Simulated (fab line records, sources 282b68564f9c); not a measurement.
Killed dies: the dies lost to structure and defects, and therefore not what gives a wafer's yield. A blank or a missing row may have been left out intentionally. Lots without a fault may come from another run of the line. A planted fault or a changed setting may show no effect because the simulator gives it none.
A lot that was struck, set against a sound lot + flow ritCmos + 28 steps out of a route of 202
Sound: the wafers L480.2, L480.3, L480.5. Struck: wafers L497.1, L497.4, L497.5. Last of all comes the cause.
For every step that has rows: the tool of each side, followed by ch and its chambers, followed by its first start. Under that, the readings that differ: sound wafers + struck wafers + difference of the means + sigmas: that difference in standard deviations of wafers without a fault.
alike: words and numbers the same on both sides, and readings whose means are apart by under 2 such deviations; not compared: readings that were withheld, readings missing a value for some wafer, numbers with overlapping values and no deviation given by the record, and bounds like >300 which may hide the same value.
The two part at a step that has a row with sigmas, a row that says differs or no value, or rows on one side only. Numbers that have no deviation but don't overlap get no sigmas and don't part them. Lack of a reading on every wafer of one side parts them only where that side has two or more wafers.

RIT_ACTIVE_BOW_MEAS_00:
  sound: filmMetro-04 at day 1 10:01; struck: filmMetro-04 at day 4 23:00
  alike: INCOMING_BOW
RIT_ACTIVE_OXIDATION_01: target thk 46.8 nm, ox time 3360 s.
  sound on furnace-01 ch 0, day 1 10:31; struck on furnace-03 ch 0, day 4 23:45
| reading                                      | sound                | struck               | difference | sigmas      |
|----------------------------------------------|----------------------|----------------------|------------|-------------|
| spikeTcCentreC (C)                           | 1001.6 1002.1 1001.6 | 978.2 980.9 978.9    | -22.4      | -23         |
| spikeTcLoadC (C)                             | 1028.6 1029.3 1029.9 | 1002.2 1001.3 1002.6 | -27.2      | -18         |
| spikeTcSourceC (C)                           | 1026.4 1025.2 1025.7 | 1002.6 1002.6 1003.0 | -23.0      | -12         |
| tubeCenterTempC (C)                          | 999.95 999.92 999.95 | 975.81 975.83 975.94 | -24.08     | -99 or more |
| tube_center_temp_C_max                       | 1002.8 1002.7 1003.0 | 977.8 978.6 979.0    | -24.4      | -62         |
| model.SiO2_of_ACTIVE_OXIDATION_01.thkNm (nm) | 46.85 47.61 47.49    | 37.04 37.6 37.65     | -9.89      |             |
RIT_ACTIVE_THK_MEAS_02:
  sound: filmMetro-03 at day 1 12:27; struck: filmMetro-03 at day 5 01:41
| reading               | sound          | struck         | difference | sigmas |
|-----------------------|----------------|----------------|------------|--------|
| ACTIVE_OXIDE_THK (nm) | 46.8 47.6 47.5 | 37.1 37.6 37.7 | -9.8       | -11    |
then, 1 step without rows for these wafers: RIT_ACTIVE_CVD_03 (deposits Si3N4 from SiH2Cl2/NH3, target thk 150 nm, time 1500 s).
RIT_ACTIVE_THK_MEAS_04:
  sound: filmMetro-04 at day 1 14:41; struck: filmMetro-04 at day 5 03:10
| reading                 | sound             | struck            | difference | sigmas |
|-------------------------|-------------------|-------------------|------------|--------|
| ACTIVE_NITRIDE_THK (nm) | 147.8 147.9 147.7 | 153.8 153.1 153.8 | +5.8       | +4     |
then, 6 steps without rows for these wafers: RIT_ACTIVE_HMDS_05 (prime time 60 s); RIT_ACTIVE_COAT_06 (resist thk 1000 nm); RIT_ACTIVE_SOFTBAKE_07 (time 60 s); RIT_ACTIVE_EXPOSE_08 (exposes mask M1, target cd 1400 nm); RIT_ACTIVE_PEB_09; RIT_ACTIVE_DEVELOP_10 (develop time 50 s).
RIT_ACTIVE_CD_MEAS_11: the cd target is 1400 nm.
  sound: cdSem-02 at day 1 15:44; struck: cdSem-01 at day 5 04:12
  alike: cdNm
then, 1 step without rows for these wafers: RIT_ACTIVE_HARDBAKE_12 (time 60 s).
RIT_ACTIVE_ETCH_13: etches Si3N4 in SF6, stops on SiO2, time 210 s, target depth 210 nm.
  sound on rieDiel-02 ch 0,1,2, day 1 15:59; struck on rieDiel-02 ch 1,3, day 5 04:28
  alike: drypumpMotorCurrentA, oesProductAu, throttleValvePct
  not compared: rfHoursCounterH
RIT_ACTIVE_STRIP_14: strips in O2, time 180 s.
  sound on plasmaAsher-03 ch 1, day 1 16:07; struck on plasmaAsher-03 ch 0,1, day 5 04:36
  alike: drypumpMotorCurrentA
  not compared: rfHoursCounterH
RIT_ACTIVE_CD_MEAS_90: the cd target is 1400 nm.
  sound: cdSem-02 at day 1 16:19; struck: cdSem-01 at day 5 04:46
  alike: cdNm
then, 4 steps without rows for these wafers: RIT_ACTIVE_CLEAN_15 (cleans in SC1, time 600 s); RIT_ACTIVE_CLEAN_16 (cleans in dHF, time 30 s); RIT_ACTIVE_CLEAN_17 (cleans in SC2, time 600 s); RIT_FOX1_OXIDATION_00 (target thk 350.7 nm, ox time 1130 s).
RIT_FOX1_THK_MEAS_01:
  sound: filmMetro-04 at day 1 18:23; struck: filmMetro-04 at day 5 07:44
| reading             | sound       | struck      | difference | sigmas |
|---------------------|-------------|-------------|------------|--------|
| FOX1_OXIDE_THK (nm) | 372 369 368 | 350 348 350 | -20        | -3     |
then, 2 steps without rows for these wafers: RIT_FOX1_WET_ETCH_02 (etches SiO2 in BOE, target depth 350 nm, time 390 s); RIT_FOX2_OXIDATION_00 (target thk 350.7 nm, ox time 1130 s).
RIT_FOX2_THK_MEAS_01:
  sound: filmMetro-01 at day 1 20:56; struck: filmMetro-01 at day 5 09:39
| reading             | sound       | struck      | difference | sigmas |
|---------------------|-------------|-------------|------------|--------|
| FOX2_OXIDE_THK (nm) | 348 355 352 | 358 366 363 | +11        | +2     |
then, 1 step without rows for these wafers: RIT_FOX2_CLEAN_02 (cleans in dHF, time 180 s).
RIT_FOX2_WET_ETCH_03: etches Si3N4 in H3PO4, target depth 195 nm, time 2700 s.
  sound on wetBench-01 ch 2, day 1 21:03; struck on wetBench-03 ch 0, day 5 09:46
| reading                                      | sound            | struck            | difference | sigmas |
|----------------------------------------------|------------------|-------------------|------------|--------|
| model.SiO2_of_ACTIVE_OXIDATION_01.thkNm (nm) | 40.5 41.21 42.46 | 32.79 31.94 33.34 | -8.70      |        |
RIT_FOX2_THK_MEAS_90:
  sound: filmMetro-01 at day 1 21:49; struck: filmMetro-01 at day 5 10:31
  alike: FIELD_OXIDE_LEFT_1_THK
RIT_M1_PROBE_99:
  sound: prober-02 at day 3 12:49; struck: prober-02 at day 7 02:33
| reading                           | sound             | struck            | difference | sigmas |
|-----------------------------------|-------------------|-------------------|------------|--------|
| model.etest.nldd.widthNm (nm)     | 3131 3129 3154    | 3244 3268 3248    | +115       |        |
| model.etest.pldd.widthNm (nm)     | 3137 3140 3132    | 3257 3241 3239    | +109       |        |
| model.etest.pplusSal.widthNm (nm) | 3426 3423 3444    | 3477 3503 3504    | +64        |        |
| model.etest.nplusSal.widthNm (nm) | 3410 3433 3427    | 3487 3513 3492    | +74        |        |
| model.etest.nmosNarrow.driveUaUm  | 214.4 213 220     | 241 239.5 237.1   | +23        |        |
| model.etest.pmosNarrow.driveUaUm  | 94.51 93.81 97.11 | 107.2 107.8 105.9 | +11.8      |        |
| model.etest.capNGate.cMinFfUm2    | 2.353 2.354 2.375 | 2.319 2.311 2.315 | -0.046     |        |
  alike: killed_at_M0_to_M3, killedAtContacts, killedAtFrontEnd, killedDies, killedOpen, killedShort

## WHERE THEY PART
Last at RIT_FOX2_THK_MEAS_01 as far as this record goes, first at RIT_ACTIVE_OXIDATION_01. Later steps at which nothing parts them and some readings are alike: RIT_FOX2_THK_MEAS_90, RIT_M1_PROBE_99.

WHY: what had been put in by the simulator
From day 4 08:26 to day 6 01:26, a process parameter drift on furnace-03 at RIT_ACTIVE_OXIDATION_01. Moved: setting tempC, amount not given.
